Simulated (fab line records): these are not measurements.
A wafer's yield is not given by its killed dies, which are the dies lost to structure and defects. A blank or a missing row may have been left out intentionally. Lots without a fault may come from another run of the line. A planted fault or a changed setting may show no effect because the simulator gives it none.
Which of the tools did it? | flow rit_cmos | 14 lots with 42 wafers sampled at 5 steps, on a route of 202 steps

## WHAT THE GAUGES READ, wafer by wafer
RIT_NWELL_OVL_MEAS_06.
lot  | measured    | on         | NWELL_OVL (nm)
L515 | day 1 20:34 | overlay-01 | 0.0 -1.5 1.3
L516 | day 2 01:17 | overlay-01 | 1.8 1.3 0.4
L517 | day 2 09:27 | overlay-02 | -3.9 -3.6 -2.9
L518 | day 2 16:38 | overlay-01 | -1.1 1.2 1.9
L519 | day 2 23:07 | overlay-02 | -1.3 -2.7 -0.8
L520 | day 2 23:14 | overlay-02 | -0.8 2.0 -0.4
L522 | day 3 08:34 | overlay-02 | -1.9 -2.8 0.5
L523 | day 3 12:51 | overlay-02 | 6.4 5.4 6.9
L526 | day 4 04:11 | overlay-02 | -0.9 0.1 -0.4
L528 | day 4 13:48 | overlay-01 | 6.0 5.9 8.6
L530 | day 5 01:03 | overlay-01 | 0.1 0.3 -0.9
L532 | day 5 09:32 | overlay-01 | -2.1 1.6 -0.7
L535 | day 6 00:29 | overlay-01 | 2.4 0.6 1.1
L537 | day 6 10:23 | overlay-02 | -0.8 -3.5 1.1

RIT_WELLDRIVE_RS_MEAS_01: measurement is done with a four-point probe.
lot  | measured    | on            | NWELL_RS (ohm/sq)
L515 | day 2 04:07 | film_metro-03 | 275.7 274.5 274.9
L516 | day 2 10:28 | film_metro-04 | 276.8 277.5 276.5
L517 | day 2 19:48 | film_metro-03 | 275.8 275.9 275.4
L518 | day 3 02:11 | film_metro-01 | 276.5 276.1 275.7
L519 | day 3 06:39 | film_metro-04 | 275.3 276.6 275.8
L520 | day 3 06:43 | film_metro-03 | 276.0 275.6 275.5
L522 | day 3 15:53 | film_metro-04 | 274.1 274.2 274.3
L523 | day 3 21:02 | film_metro-01 | 273.2 273.2 273.5
L526 | day 4 13:01 | film_metro-04 | 274.0 274.6 274.3
L528 | day 4 21:09 | film_metro-04 | 275.8 276.2 275.3
L530 | day 5 08:30 | film_metro-04 | 275.6 276.3 276.2
L532 | day 5 16:59 | film_metro-01 | 275.7 276.4 276.9
L535 | day 6 07:49 | film_metro-01 | 275.1 275.6 274.5
L537 | day 6 17:55 | film_metro-04 | 276.6 276.1 276.8

RIT_GATE_CD_MEAS_90: the cd target is 150 nm.
lot  | measured    | on        | cd_nm (nm)
L515 | day 2 18:06 | cd_sem-01 | 149.8 150.8 149.8
L516 | day 2 19:56 | cd_sem-02 | 148.8 151.0 152.0
L517 | day 3 04:48 | cd_sem-02 | 148.9 149.5 146.0
L518 | day 3 11:23 | cd_sem-01 | 152.7 151.8 150.4
L519 | day 3 15:39 | cd_sem-02 | 145.2 145.7 145.5
L520 | day 3 19:07 | cd_sem-02 | 149.3 149.2 150.9
L522 | day 4 00:48 | cd_sem-02 | 148.9 150.0 148.9
L523 | day 4 05:40 | cd_sem-02 | 148.2 145.8 148.6
L526 | day 4 21:40 | cd_sem-02 | 154.1 152.3 153.2
L528 | day 5 06:01 | cd_sem-01 | 147.8 151.3 149.3
L530 | day 5 17:28 | cd_sem-01 | 150.5 150.7 149.0
L532 | day 6 01:29 | cd_sem-02 | 156.6 152.3 154.9
L535 | day 6 17:17 | cd_sem-02 | 154.0 153.8 154.0
L537 | day 7 04:49 | cd_sem-02 | 148.8 150.5 150.2

RIT_SDANNEAL_RS_MEAS_05: measurement is done with a four-point probe.
lot  | measured    | on            | NSD_RS (ohm/sq)
L515 | day 3 07:23 | film_metro-01 | 84.6 84.3 84.2
L516 | day 3 08:57 | film_metro-01 | 85.0 85.2 85.3
L517 | day 3 17:32 | film_metro-01 | 84.5 84.3 84.5
L518 | day 3 23:56 | film_metro-01 | 83.8 84.0 84.1
L519 | day 4 06:54 | film_metro-01 | 84.7 84.8 84.8
L520 | day 4 08:55 | film_metro-04 | 84.3 84.7 84.1
L522 | day 4 13:54 | film_metro-02 | 84.8 84.9 85.1
L523 | day 4 18:14 | film_metro-02 | 84.5 84.7 84.9
L526 | day 5 10:18 | film_metro-02 | 85.0 84.8 85.0
L528 | day 5 18:16 | film_metro-01 | 84.2 84.4 84.3
L530 | day 6 05:41 | film_metro-01 | 84.0 84.1 83.9
L532 | day 6 13:38 | film_metro-04 | 84.8 84.4 84.6
L535 | day 7 06:44 | film_metro-04 | 84.4 84.6 84.2
L537 | day 7 17:26 | film_metro-01 | 84.3 85.0 84.5

## WHICH TOOL RAN EACH LOT (tool, then ch and the chambers of the sampled wafers, then the start)
lot  | RIT_NWELL_EXPOSE_03
L515 | iline_stepper-01 ch 0, day 1 20:10
L516 | iline_stepper-02 ch 0, day 2 00:51
L517 | iline_stepper-02 ch 0, day 2 09:02
L518 | iline_stepper-01 ch 0, day 2 16:13
L519 | iline_stepper-02 ch 0, day 2 22:41
L520 | iline_stepper-02 ch 0, day 2 22:49
L522 | iline_stepper-01 ch 0, day 3 08:10
L523 | iline_stepper-02 ch 0, day 3 12:25
L526 | iline_stepper-01 ch 0, day 4 03:46
L528 | iline_stepper-02 ch 0, day 4 13:25
L530 | iline_stepper-01 ch 0, day 5 00:38
L532 | iline_stepper-01 ch 0, day 5 09:08
L535 | iline_stepper-01 ch 0, day 5 23:56
L537 | iline_stepper-01 ch 0, day 6 09:57
- RIT_NWELL_EXPOSE_03: exposes mask M2, target cd 43900 nm.

## WHAT THE TOOLS THEMSELVES READ (means of the sampled wafers that have a number; where no wafer has one, the mark that the record gives instead)
RIT_NWELL_EXPOSE_03.
lot  | tool             | exposure_dose_mJ_cm2
L515 | iline_stepper-01 | 249.93
L516 | iline_stepper-02 | 250.08
L517 | iline_stepper-02 | 250.14
L518 | iline_stepper-01 | 249.76
L519 | iline_stepper-02 | 250.08
L520 | iline_stepper-02 | 249.79
L522 | iline_stepper-01 | 250.01
L523 | iline_stepper-02 | 250.43
L526 | iline_stepper-01 | 250.20
L528 | iline_stepper-02 | 249.99
L530 | iline_stepper-01 | 249.83
L532 | iline_stepper-01 | 249.93
L535 | iline_stepper-01 | 250.34
L537 | iline_stepper-01 | 250.00

## THE ANSWER, worked out from the rows above alone
Rule: usual is defined by the lots themselves. Put in order of their means at a reading, lots are off if they are a third of the lots or fewer, leave a main group of 4 or more, and stand apart from it by a gap of 3 or more times the standard deviation of the main group's means; of several such gaps the widest counts. Not used: any main group whose means are identical at the precision the tables above print for the reading. Also off: a lot with no number at a reading for which 4 or more lots have one. All remaining lots with rows at the step are treated as sound. Order of review: gauges by route order, followed by the tools' own readings, for which a lot's mean as printed above is used. The first step at which some lot is off is used, and at that step the reading that is off furthest; a lot without a number counts as furthest.
Off: L523, L528, seen at RIT_NWELL_OVL_MEAS_06 (NWELL_OVL). Main group: mean -0.4 nm, sd 1.3.
If a tool, at a process step before that reading, ran all the lots that are off and no sound lot after the first of them, it fits. Those tools and the gauges at RIT_NWELL_OVL_MEAS_06 are tried in the same way. One fits: iline_stepper-02 at RIT_NWELL_EXPOSE_03. A fault onset in the window from L520 (day 2 22:49, its last sound lot) to L523 (day 3 12:25, its first lot off) fits.

## WHAT HAD BEEN PUT IN BY THE SIMULATOR
Scanner matching overlay: iline_stepper-02, from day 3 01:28 on, at RIT_NWELL_EXPOSE_03. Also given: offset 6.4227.
Lots struck among those shown: L523, L528. The rule given above showed the same thing.
